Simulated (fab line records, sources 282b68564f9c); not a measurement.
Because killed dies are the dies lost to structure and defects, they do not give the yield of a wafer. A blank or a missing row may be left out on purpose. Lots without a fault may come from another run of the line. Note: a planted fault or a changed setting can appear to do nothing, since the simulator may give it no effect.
Which of the tools did it? | flow ritCmos | Sampling: 14 lots, 42 wafers, 3 of 202 route steps

## WHAT THE GAUGES READ, wafer by wafer
RIT_NLDD_TW_MEAS_10. Usual: NLDD_TW gives 2470 (standard deviation 12).
lot  | measured    | on           | NLDD_TW                       | flag
L117 | day 2 19:14 | filmMetro-04 | 2460 2458 2462                | 
L118 | day 2 22:12 | filmMetro-04 | 2454 2461 2470                | 
L119 | day 3 05:27 | filmMetro-03 | 2474 2487 2478                | 
L120 | day 3 09:19 | filmMetro-04 | 2479 2478 2469                | 
L121 | day 3 15:53 | filmMetro-02 | 2460 2466 2463                | 
L122 | day 3 19:21 | filmMetro-02 | 2480 2467 2469                | 
L123 | day 3 23:10 | filmMetro-02 | 2485 2478 2471                | 
L125 | day 4 09:21 | filmMetro-04 | 2459 2454 2458                | 
L126 | day 4 15:45 | filmMetro-04 | 2645 2635 2647 2642 2640 2644 | OFF
L130 | day 5 10:08 | filmMetro-04 | 2656 2647 2636 2649 2655 2638 | OFF
L135 | day 6 12:33 | filmMetro-03 | 2478 2474 2486                | 
L137 | day 7 00:13 | filmMetro-03 | 2488 2476 2487                | 
L139 | day 7 09:52 | filmMetro-04 | 2469 2463 2460                | 
L140 | day 7 17:02 | filmMetro-04 | 2474 2479 2467                | 

RIT_SDANNEAL_RS_MEAS_07: the measuring method here is four-point-probe. Usual: NLDD_RS gives 151.7 ohm/sq (standard deviation 0.63).
lot  | measured    | on           | NLDD_RS (ohm/sq)                    | flag
L117 | day 3 03:11 | filmMetro-03 | 152.6 152.6 152.4                   | 
L118 | day 3 06:11 | filmMetro-02 | 151.5 151.9 151.7                   | 
L119 | day 3 13:20 | filmMetro-03 | 151.6 151.1 150.8                   | 
L120 | day 3 17:28 | filmMetro-02 | 152.4 152.4 152.2                   | 
L121 | day 3 23:54 | filmMetro-03 | 152.2 151.2 151.9                   | 
L122 | day 4 03:22 | filmMetro-03 | 152.3 151.7 152.3                   | 
L123 | day 4 07:00 | filmMetro-02 | 151.8 152.5 152.1                   | 
L125 | day 4 17:24 | filmMetro-03 | 151.3 151.5 151.3                   | 
L126 | day 5 06:09 | filmMetro-04 | 145.6 145.7 145.5 145.7 145.7 145.6 | OFF
L130 | day 6 04:42 | filmMetro-03 | 147.1 147.1 147.5 147.5 147.2 147.5 | OFF
L135 | day 6 20:25 | filmMetro-02 | 152.4 152.5 152.5                   | 
L137 | day 7 08:11 | filmMetro-02 | 151.6 151.5 151.3                   | 
L139 | day 7 17:50 | filmMetro-02 | 152.3 152.3 152.2                   | 
L140 | day 8 02:22 | filmMetro-03 | 151.1 150.9 151.5                   | 

## TOOL THAT RAN EACH LOT (tool first, then ch and the chambers of the sampled wafers, then the start)
lot  | RIT_NLDD_IMPLANT_08
L117 | implanter-01 ch 0, day 2 18:55
L118 | implanter-04 ch 0, day 2 21:53
L119 | implanter-01 ch 0, day 3 05:08
L120 | implanter-03 ch 0, day 3 08:59
L121 | implanter-01 ch 0, day 3 15:34
L122 | implanter-03 ch 0, day 3 19:01
L123 | implanter-04 ch 0, day 3 22:51
L125 | implanter-04 ch 0, day 4 09:01
L126 | implanter-01 ch 0, day 4 15:25
L130 | implanter-01 ch 0, day 5 09:50
L135 | implanter-03 ch 0, day 6 12:14
L137 | implanter-04 ch 0, day 6 23:53
L139 | implanter-03 ch 0, day 7 09:32
L140 | implanter-01 ch 0, day 7 16:45
- RIT_NLDD_IMPLANT_08

## WHAT THE TOOLS THEMSELVES READ (means of the sampled wafers that have a number; where no wafer has one, the mark that the record gives instead)
RIT_NLDD_IMPLANT_08. Usual: beamEnergyKeV 20.002, standard deviation 0.0064; tiltDeg 7.003 degrees, standard deviation 0.018.
lot  | tool         | beamEnergyKeV | tiltDeg (degrees) | flag
L117 | implanter-01 | 19.998        | 6.983             | 
L118 | implanter-04 | 20.003        | 7.013             | 
L119 | implanter-01 | 19.999        | 7.007             | 
L120 | implanter-03 | 20.002        | 7.011             | 
L121 | implanter-01 | 19.991        | 7.001             | 
L122 | implanter-03 | 20.010        | 7.035             | 
L123 | implanter-04 | 20.010        | 7.031             | 
L125 | implanter-04 | 20.001        | 6.987             | 
L126 | implanter-01 | 26.002        | 6.996             | OFF
L130 | implanter-01 | 26.002        | 7.010             | OFF
L135 | implanter-03 | 19.990        | 7.025             | 
L137 | implanter-04 | 20.006        | 6.985             | 
L139 | implanter-03 | 20.008        | 6.986             | 
L140 | implanter-01 | 20.008        | 6.998             | 

## THE ANSWER, worked out from the rows above alone
Rule: a lot counts as off when the mean over its wafers that have a number is more than 3 standard deviations away from the usual mean. Also off: a lot with no number at a reading for which 4 or more lots have one. Any other lot the step has rows for is counted as sound. First the gauges in route order, then the tools' own readings, where a lot's mean is used as printed above. The first step at which some lot is off is used, and at that step the reading that is off furthest; a lot without a number counts as furthest.
Off: at RIT_NLDD_TW_MEAS_10 (NLDD_TW), L126, L130.
If a tool, at a process step before that reading, ran all the lots that are off and no sound lot after the first of them, it fits. Not tried: the gauges at RIT_NLDD_TW_MEAS_10; whatever is off there is also off at RIT_NLDD_IMPLANT_08, on other tools, and gauge error can't account for it. No candidate that was tried fits.

## WHAT HAD BEEN PUT IN BY THE SIMULATOR
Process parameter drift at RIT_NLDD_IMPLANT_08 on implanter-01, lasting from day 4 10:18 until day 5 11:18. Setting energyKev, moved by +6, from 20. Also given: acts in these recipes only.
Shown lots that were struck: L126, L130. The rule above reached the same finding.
